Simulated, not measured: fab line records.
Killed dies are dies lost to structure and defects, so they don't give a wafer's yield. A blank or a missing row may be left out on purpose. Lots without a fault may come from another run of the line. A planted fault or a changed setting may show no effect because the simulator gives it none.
Which tool did it? / flow berkeley-cmos170 / 14 lots with 42 wafers sampled at 4 steps, on a route of 331 steps

== WHAT THE GAUGES SHOWED, per wafer ==
UCB170_GATE_THK_MEAS_05. Usual: for GATE_POLY_THK the level is 208.3 nm and the standard deviation is 1.9.
lot=L628; measured=day 6 16:29; on=film-metro-04; GATE_POLY_THK (nm)=208.8 207.6 207.6; flag=
lot=L631; measured=day 7 01:20; on=film-metro-02; GATE_POLY_THK (nm)=204.4 204.1 205.6; flag=
lot=L632; measured=day 7 01:20; on=film-metro-04; GATE_POLY_THK (nm)=207.8 208.8 209.1; flag=
lot=L634; measured=day 7 13:00; on=film-metro-02; GATE_POLY_THK (nm)=206.2 204.6 204.6; flag=
lot=L633; measured=day 7 13:01; on=film-metro-04; GATE_POLY_THK (nm)=208.2 204.7 204.8; flag=
lot=L635; measured=day 7 13:01; on=film-metro-03; GATE_POLY_THK (nm)=210.8 213.0 211.4; flag=
lot=L636; measured=day 8 06:01; on=film-metro-02; GATE_POLY_THK (nm)=206.8 206.8 207.7; flag=
lot=L637; measured=day 8 14:32; on=film-metro-02; GATE_POLY_THK (nm)=208.5 210.1 207.4; flag=
lot=L638; measured=day 8 14:32; on=film-metro-04; GATE_POLY_THK (nm)=210.5 210.3 209.8; flag=
lot=L639; measured=day 8 14:37; on=film-metro-02; GATE_POLY_THK (nm)=206.0 206.4 204.1; flag=
lot=L645; measured=day 9 07:35; on=film-metro-02; GATE_POLY_THK (nm)=209.6 211.6 209.3; flag=
lot=L648; measured=day 10 00:15; on=film-metro-02; GATE_POLY_THK (nm)=210.5 211.9 210.6; flag=
lot=L649; measured=day 10 08:08; on=film-metro-03; GATE_POLY_THK (nm)=208.3 208.2 208.3; flag=
lot=L650; measured=day 10 08:08; on=film-metro-02; GATE_POLY_THK (nm)=206.7 206.8 208.3; flag=

UCB170_SDANNEAL_RS_MEAS_04: uses a four-point probe to measure. Usual: for PLDD_RS the level is 1031 ohm/sq and the standard deviation is 3.
lot=L628; measured=day 7 08:05; on=film-metro-02; PLDD_RS (ohm/sq)=1035 1031 1032; flag=
lot=L631; measured=day 7 20:41; on=film-metro-02; PLDD_RS (ohm/sq)=1028 1026 1026; flag=
lot=L632; measured=day 7 21:08; on=film-metro-03; PLDD_RS (ohm/sq)=1030 1031 1032; flag=
lot=L634; measured=day 8 08:54; on=film-metro-01; PLDD_RS (ohm/sq)=1030 1029 1032; flag=
lot=L633; measured=day 8 09:10; on=film-metro-02; PLDD_RS (ohm/sq)=1032 1034 1030; flag=
lot=L635; measured=day 8 08:43; on=film-metro-02; PLDD_RS (ohm/sq)=1030 1029 1033; flag=
lot=L636; measured=day 8 21:24; on=film-metro-02; PLDD_RS (ohm/sq)=1035 1032 1033; flag=
lot=L637; measured=day 9 07:53; on=film-metro-03; PLDD_RS (ohm/sq)=1038 1038 1033; flag=
lot=L638; measured=day 9 07:42; on=film-metro-01; PLDD_RS (ohm/sq)=1025 1023 1024; flag=
lot=L639; measured=day 9 08:23; on=film-metro-01; PLDD_RS (ohm/sq)=1027 1028 1029; flag=
lot=L645; measured=day 9 23:26; on=film-metro-01; PLDD_RS (ohm/sq)=1029 1029 1029; flag=
lot=L648; measured=day 10 21:46; on=film-metro-03; PLDD_RS (ohm/sq)=1027 1028 1025; flag=
lot=L649; measured=day 11 02:16; on=film-metro-03; PLDD_RS (ohm/sq)=1027 1031 1032; flag=
lot=L650; measured=day 10 21:17; on=film-metro-03; PLDD_RS (ohm/sq)=1036 1033 1034; flag=

UCB170_M3_CD_MEAS_15: the cd target is 700 nm. Usual: cd-nm at 699.9 nm, with a standard deviation of 1.6.
lot=L628; measured=day 8 10:47; on=cd-sem-02; cd-nm (nm)=697.7 698.8 699.3; flag=
lot=L631; measured=day 8 19:26; on=cd-sem-01; cd-nm (nm)=702.6 701.5 701.3; flag=
lot=L632; measured=day 8 21:32; on=cd-sem-02; cd-nm (nm)=699.8 701.1 699.7; flag=
lot=L634; measured=day 9 12:20; on=cd-sem-01; cd-nm (nm)=697.3 696.4 698.7; flag=
lot=L633; measured=day 9 12:04; on=cd-sem-01; cd-nm (nm)=701.4 702.6 700.7; flag=
lot=L635; measured=day 9 11:04; on=cd-sem-01; cd-nm (nm)=699.5 698.2 698.7; flag=
lot=L636; measured=day 10 03:10; on=cd-sem-01; cd-nm (nm)=700.6 701.3 700.6; flag=
lot=L637; measured=day 10 08:02; on=cd-sem-01; cd-nm (nm)=700.4 701.2 699.9; flag=
lot=L638; measured=day 10 10:29; on=cd-sem-01; cd-nm (nm)=698.8 696.9 698.6; flag=
lot=L639; measured=day 10 10:37; on=cd-sem-02; cd-nm (nm)=700.9 700.3 700.1; flag=
lot=L645; measured=day 11 03:06; on=cd-sem-02; cd-nm (nm)=703.7 704.4 703.1; flag=
lot=L648; measured=day 11 19:20; on=cd-sem-02; cd-nm (nm)=700.1 698.3 699.0; flag=
lot=L649; measured=day 12 04:30; on=cd-sem-02; cd-nm (nm)=700.0 699.6 698.7; flag=
lot=L650; measured=day 11 18:59; on=cd-sem-02; cd-nm (nm)=700.2 700.1 700.5; flag=

== TOOL THAT RAN EACH LOT (tool first, then ch and the chambers of the sampled wafers, then the start) ==
lot=L628; UCB170_PLDD_IMPLANT_08=implanter-01 ch 0, day 6 20:07
lot=L631; UCB170_PLDD_IMPLANT_08=implanter-03 ch 0, day 7 06:09
lot=L632; UCB170_PLDD_IMPLANT_08=implanter-01 ch 0, day 7 06:01
lot=L634; UCB170_PLDD_IMPLANT_08=implanter-04 ch 0, day 7 18:23
lot=L633; UCB170_PLDD_IMPLANT_08=implanter-01 ch 0, day 7 19:07
lot=L635; UCB170_PLDD_IMPLANT_08=implanter-01 ch 0, day 7 18:25
lot=L636; UCB170_PLDD_IMPLANT_08=implanter-01 ch 0, day 8 09:18
lot=L637; UCB170_PLDD_IMPLANT_08=implanter-04 ch 0, day 8 18:01
lot=L638; UCB170_PLDD_IMPLANT_08=implanter-01 ch 0, day 8 18:17
lot=L639; UCB170_PLDD_IMPLANT_08=implanter-04 ch 0, day 8 18:22
lot=L645; UCB170_PLDD_IMPLANT_08=implanter-01 ch 0, day 9 10:37
lot=L648; UCB170_PLDD_IMPLANT_08=implanter-03 ch 0, day 10 03:54
lot=L649; UCB170_PLDD_IMPLANT_08=implanter-03 ch 0, day 10 11:41
lot=L650; UCB170_PLDD_IMPLANT_08=implanter-04 ch 0, day 10 11:11
- UCB170_PLDD_IMPLANT_08

== WHAT THE TOOLS THEMSELVES READ (means of the sampled wafers that have a number; where no wafer has one, the mark that the record gives instead) ==
UCB170_PLDD_IMPLANT_08. Usual: beam-energy-keV 10.000, standard deviation 0.003; beam-on-s 9.98 s, standard deviation 0.21.
lot=L628; tool=implanter-01; beam-energy-keV=9.999; beam-on-s (s)=10.16; flag=
lot=L631; tool=implanter-03; beam-energy-keV=10.001; beam-on-s (s)=10.11; flag=
lot=L632; tool=implanter-01; beam-energy-keV=10.002; beam-on-s (s)=10.09; flag=
lot=L634; tool=implanter-04; beam-energy-keV=10.002; beam-on-s (s)=9.68; flag=
lot=L633; tool=implanter-01; beam-energy-keV=10.002; beam-on-s (s)=9.91; flag=
lot=L635; tool=implanter-01; beam-energy-keV=9.998; beam-on-s (s)=10.30; flag=
lot=L636; tool=implanter-01; beam-energy-keV=10.001; beam-on-s (s)=9.87; flag=
lot=L637; tool=implanter-04; beam-energy-keV=9.998; beam-on-s (s)=10.14; flag=
lot=L638; tool=implanter-01; beam-energy-keV=10.278; beam-on-s (s)=9.89; flag=OFF
lot=L639; tool=implanter-04; beam-energy-keV=9.999; beam-on-s (s)=9.99; flag=
lot=L645; tool=implanter-01; beam-energy-keV=10.277; beam-on-s (s)=10.02; flag=OFF
lot=L648; tool=implanter-03; beam-energy-keV=9.997; beam-on-s (s)=9.85; flag=
lot=L649; tool=implanter-03; beam-energy-keV=9.998; beam-on-s (s)=9.91; flag=
lot=L650; tool=implanter-04; beam-energy-keV=10.002; beam-on-s (s)=9.96; flag=

== THE ANSWER, worked out from the rows above alone ==
Rule: take the mean of a lot's wafers that have a number; if it is more than 3 standard deviations from the usual mean, the lot is off. A lot without any number at a reading at which 4 lots or more have one is off too. The other lots that the step has rows for count as sound. After the gauges, taken in route order, come the tools' own readings; for these a lot's mean is taken, as printed above. At the first step where some lot is off, the reading lying furthest off is the one used; lots without a number count as furthest.
Off at UCB170_PLDD_IMPLANT_08 (beam-energy-keV): L638, L645.
If a tool, at that step or one of the process steps before it, ran each lot that is off and ran no sound lot following the first of them, it fits. One candidate fits, namely implanter-01 at UCB170_PLDD_IMPLANT_08. A fault onset in the window from L636 (day 8 09:18, its last sound lot) to L638 (day 8 18:17, its first lot off) fits.
On the lots that are off, the tool's own readings at UCB170_PLDD_IMPLANT_08 differ by more than 5 times the standard deviation of the sound lots' means, which bears it out; beam-energy-keV reads 10.277 there versus 10.000 on the sound lots.

== WHAT HAD BEEN PUT IN BY THE SIMULATOR ==
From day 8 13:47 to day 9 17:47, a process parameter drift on implanter-01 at UCB170_PLDD_IMPLANT_08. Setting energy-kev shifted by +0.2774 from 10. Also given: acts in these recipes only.
Lots struck among those shown: L638, L645. Same finding as the rule above.
